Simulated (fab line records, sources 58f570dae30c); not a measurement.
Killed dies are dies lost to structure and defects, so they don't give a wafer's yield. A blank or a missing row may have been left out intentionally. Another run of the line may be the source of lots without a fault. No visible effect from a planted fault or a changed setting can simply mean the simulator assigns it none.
Shared-tool check || flow berkeley cmos170 || 9 lots, 27 wafers sampled

WHY IT WAS OPENED
At UCB170_PWELL_TW_MEAS_17 the reading PWELL_TW is flagged on 4 of 9 lots. No-fault wafers: 379.3, standard deviation 2.7.
Rule: a lot gets a flag if all its wafers with a number sit over 4 standard deviations from that mean, or if no wafer of it has a number. All remaining lots are regarded as sound.

{"lot": "L168", "measured": "day 3 09:38", "on": "film metro-04", "PWELL_TW, wafer by wafer": "383.2 381.3 382.4", "flag": ""}
{"lot": "L169", "measured": "day 3 09:51", "on": "film metro-02", "PWELL_TW, wafer by wafer": "379.4 379.8 381.5", "flag": ""}
{"lot": "L170", "measured": "day 4 07:44", "on": "film metro-04", "PWELL_TW, wafer by wafer": "382.0 380.6 380.9", "flag": ""}
{"lot": "L171", "measured": "day 4 11:46", "on": "film metro-04", "PWELL_TW, wafer by wafer": "379.7 383.1 381.7", "flag": ""}
{"lot": "L172", "measured": "day 4 12:28", "on": "film metro-02", "PWELL_TW, wafer by wafer": "381.9 381.8 382.1", "flag": ""}
{"lot": "L174", "measured": "day 4 14:20", "on": "film metro-04", "PWELL_TW, wafer by wafer": "649.4 649.4 648.6", "flag": "FLAGGED"}
{"lot": "L173", "measured": "day 4 14:24", "on": "film metro-02", "PWELL_TW, wafer by wafer": "648.4 646.8 649.2", "flag": "FLAGGED"}
{"lot": "L175", "measured": "day 4 14:29", "on": "film metro-02", "PWELL_TW, wafer by wafer": "645.2 651.5 645.5", "flag": "FLAGGED"}
{"lot": "L176", "measured": "day 4 23:55", "on": "film metro-02", "PWELL_TW, wafer by wafer": "649.4 652.4 649.1", "flag": "FLAGGED"}
Flagged lots average 648.7: +269.4 relative to the usual, that is +99 or more standard deviations.

EACH LOT AND THE TOOL IT RAN ON
The record keeps 1 process step preceding the reading, out of 331 steps on the route. In each cell: the tool, then ch and the chambers that the sampled wafers went through, then the start.
{"lot": "L168", "flag": "", "UCB170_PWELL_IMPLANT_15": "implanter-03 ch 0, day 3 09:23"}
{"lot": "L169", "flag": "", "UCB170_PWELL_IMPLANT_15": "implanter-03 ch 0, day 3 09:37"}
{"lot": "L170", "flag": "", "UCB170_PWELL_IMPLANT_15": "implanter-03 ch 0, day 4 07:29"}
{"lot": "L171", "flag": "", "UCB170_PWELL_IMPLANT_15": "implanter-04 ch 0, day 4 11:32"}
{"lot": "L172", "flag": "", "UCB170_PWELL_IMPLANT_15": "implanter-02 ch 0, day 4 12:13"}
{"lot": "L174", "flag": "FLAGGED", "UCB170_PWELL_IMPLANT_15": "implanter-02 ch 0, day 4 14:05"}
{"lot": "L173", "flag": "FLAGGED", "UCB170_PWELL_IMPLANT_15": "implanter-03 ch 0, day 4 14:11"}
{"lot": "L175", "flag": "FLAGGED", "UCB170_PWELL_IMPLANT_15": "implanter-02 ch 0, day 4 14:15"}
{"lot": "L176", "flag": "FLAGGED", "UCB170_PWELL_IMPLANT_15": "implanter-04 ch 0, day 4 23:40"}
What is done by these steps:
- UCB170_PWELL_IMPLANT_15
- UCB170_PWELL_TW_MEAS_17

FLAGGED AGAINST TOTAL, ONE TOOL AT A TIME (gauges that did the reading follow at the end)
{"step": "UCB170_PWELL_IMPLANT_15", "tool": "implanter-02", "lots run": 3, "flagged": 2, "share of the flagged lots": "some", "sound lots run after its first flagged lot": 0}
{"step": "UCB170_PWELL_IMPLANT_15", "tool": "implanter-03", "lots run": 4, "flagged": 1, "share of the flagged lots": "some", "sound lots run after its first flagged lot": 0}
{"step": "UCB170_PWELL_IMPLANT_15", "tool": "implanter-04", "lots run": 2, "flagged": 1, "share of the flagged lots": "some", "sound lots run after its first flagged lot": 0}
{"step": "UCB170_PWELL_TW_MEAS_17", "tool": "film metro-02", "lots run": 5, "flagged": 3, "share of the flagged lots": "some", "sound lots run after its first flagged lot": 0}
{"step": "UCB170_PWELL_TW_MEAS_17", "tool": "film metro-04", "lots run": 4, "flagged": 1, "share of the flagged lots": "some", "sound lots run after its first flagged lot": 0}

WHAT IS ALLOWED BY THE TABLE
No row of the table ran every flagged lot.

WHAT THE SIMULATOR PUT IN
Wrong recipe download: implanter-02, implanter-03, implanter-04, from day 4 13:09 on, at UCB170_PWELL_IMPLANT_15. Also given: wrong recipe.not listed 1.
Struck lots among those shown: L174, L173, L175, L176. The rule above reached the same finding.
